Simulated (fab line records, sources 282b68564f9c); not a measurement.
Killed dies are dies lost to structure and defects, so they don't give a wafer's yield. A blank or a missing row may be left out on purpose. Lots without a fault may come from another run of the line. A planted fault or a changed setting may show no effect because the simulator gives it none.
Problem report in the 8D (eight disciplines) form, filled by code | flow rit_cmos | the parts of the form that need people (team, actions taken, sign-off) are left out

1. THE PROBLEM
heater_power_total_W at RIT_CONTACT_SOFTBAKE_04 reads a mean of 32.62 W on 6 wafers of 2 lots; wafers without a fault read 34.56 W with a standard deviation of 0.051. That is -38 standard deviations from the usual mean.
The step: time 60 s.
First seen on wafer L475.1, day 5 19:36, on litho_track-01. The record holds 18 wafers of 6 lots with a number at this step. Rule for "out", or "out of limits": more than 4 standard deviations from the usual mean. The other wafers with a number count as sound.

2. WHAT IT IS AND WHAT IT IS NOT
question                    | is                                 | is not
which readings at this step | heater_power_total_W, plate_temp_C | -
which lots                  | L475, L476                         | L464, L466, L470, L471
which wafers of those lots  | all that have a number             | -
read on which tools         | litho_track-01                     | litho_track-03
when                        | from day 5 19:36                   | up to then (12 sound wafers)

3. SUSPECTS, AND WHAT RULES EACH OUT
Counting: a tool at a process step up to the reading stays a suspect if it ran every lot that is out and no sound lot after the first of them.
- litho_track-01 at RIT_CONTACT_SOFTBAKE_04 (time 60 s): kept. It ran every lot that is out, first L475 (day 5 19:36), and no sound lot after that; its last sound lot up to then is L470 (day 4 19:15). Its own readings are out on those wafers: heater_power_total_W, plate_temp_C.
Left after counting: litho_track-01 at RIT_CONTACT_SOFTBAKE_04.

4. THE CAUSE (what the simulator had put in)
Process parameter drift: litho_track-01, from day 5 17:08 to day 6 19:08, at RIT_CONTACT_SOFTBAKE_04. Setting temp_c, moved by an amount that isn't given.
Counting left only this tool.

5. THE CHAIN OF EFFECTS, in route order
Each row: a reading whose mean over the struck wafers that have a number lies more than 3 standard deviations from the usual. Only readings for which the record gives a usual standard deviation are gone through. hours: the time from each lot's start at the first step in this table that gives one to its start at this step, as a median over the lots. sigmas: the change in usual standard deviations.
hours | step                    | reading              | usual   | on struck wafers | change | sigmas
0     | RIT_CONTACT_SOFTBAKE_04 | heater_power_total_W | 34.56 W | 32.62            | -1.95  | -38
0     | RIT_CONTACT_SOFTBAKE_04 | plate_temp_C         | 90.00 C | 86.32            | -3.68  | -28
The process steps in it:
- RIT_CONTACT_SOFTBAKE_04: time 60 s.
Later measuring or inspecting steps at which every struck wafer that the step has a row for has a number for every such reading, and none has moved that far: RIT_CONTACT_CD_MEAS_08.

6. WHAT WOULD HAVE CAUGHT IT SOONER
In this record the first reading out of limits was taken at day 5 19:36, 2 hours after the fault began at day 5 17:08.
